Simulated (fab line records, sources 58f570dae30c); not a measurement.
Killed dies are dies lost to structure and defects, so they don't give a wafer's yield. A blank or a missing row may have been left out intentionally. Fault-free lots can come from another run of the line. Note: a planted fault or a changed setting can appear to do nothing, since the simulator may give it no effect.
Which of the tools did it? | flow berkeley-cmos170 | 21 wafers from 7 lots sampled at 4 of the route's 331 steps

## WHAT EACH GAUGE READ, for each wafer
UCB170_V2_CD_MEAS_90: the cd target is 700 nm.
lot  | measured     | on        | cd-nm (nm)
L431 | day 8 14:08  | cd-sem-02 | 699.5 700.4 697.8
L433 | day 8 21:17  | cd-sem-01 | 700.1 697.8 699.2
L437 | day 9 20:59  | cd-sem-02 | 698.2 697.6 699.3
L439 | day 10 07:12 | cd-sem-01 | 699.2 702.0 701.8
L442 | day 11 16:02 | cd-sem-01 | 696.7 697.9 698.3
L445 | day 11 14:46 | cd-sem-02 | 698.6 698.3 699.5
L450 | day 12 19:11 | cd-sem-02 | 697.2 695.5 697.6

## WHICH TOOL RAN EACH LOT (tool, then ch and the chambers of the sampled wafers, then the start)
lot  | UCB170_ACTIVE_CLEAN_01         | UCB170_V2_CVD_00                | UCB170_V2_CMP_02
L431 | wet-bench-02 ch 2, day 4 03:19 | pecvd-03 ch 0,2, day 8 11:45    | cmp-01 ch 0,1,3, day 8 12:07
L433 | wet-bench-03 ch 0, day 4 16:53 | pecvd-02 ch 0,1,2, day 8 18:31  | cmp-02 ch 0,3, day 8 18:47
L437 | wet-bench-03 ch 0, day 5 08:28 | pecvd-03 ch 0,1,2, day 9 17:34  | cmp-02 ch 0,1,3, day 9 17:53
L439 | wet-bench-04 ch 3, day 5 23:19 | pecvd-04 ch 0,1,2, day 10 04:55 | cmp-01 ch 2,3, day 10 05:07
L442 | wet-bench-02 ch 3, day 6 15:50 | pecvd-04 ch 0,1, day 11 13:36   | cmp-01 ch 2,3, day 11 13:49
L445 | wet-bench-03 ch 2, day 7 03:43 | pecvd-02 ch 0,1, day 11 11:15   | cmp-02 ch 0,1,3, day 11 11:39
L450 | wet-bench-02 ch 3, day 8 07:29 | pecvd-02 ch 0,1, day 12 16:44   | cmp-01 ch 1,3, day 12 16:57
- UCB170_ACTIVE_CLEAN_01: cleans in dHF, time 60 s.
- UCB170_V2_CVD_00: deposits SiO2 from TEOS/O2, target thk 2000 nm, time 250 s.
- UCB170_V2_CMP_02: polishes SiO2.

## THE ANSWER, worked out from the rows above alone
Rule: the lots themselves supply what counts as usual. The widest of any qualifying gaps counts: lots, ordered by their means at a reading, are off when they make up no more than a third of the lots, leave a main group of 4 or more, and stand apart from it by 3 or more times the standard deviation of that group's means. A main group whose means are all the same, to the digits that the tables above print for the reading, isn't used. A lot without any number at a reading at which 4 lots or more have one is off too. The other lots that the step has rows for count as sound.
Across all readings shown, no lot is off: no conclusion can be drawn from this.

## WHAT WAS PUT IN BY THE SIMULATOR
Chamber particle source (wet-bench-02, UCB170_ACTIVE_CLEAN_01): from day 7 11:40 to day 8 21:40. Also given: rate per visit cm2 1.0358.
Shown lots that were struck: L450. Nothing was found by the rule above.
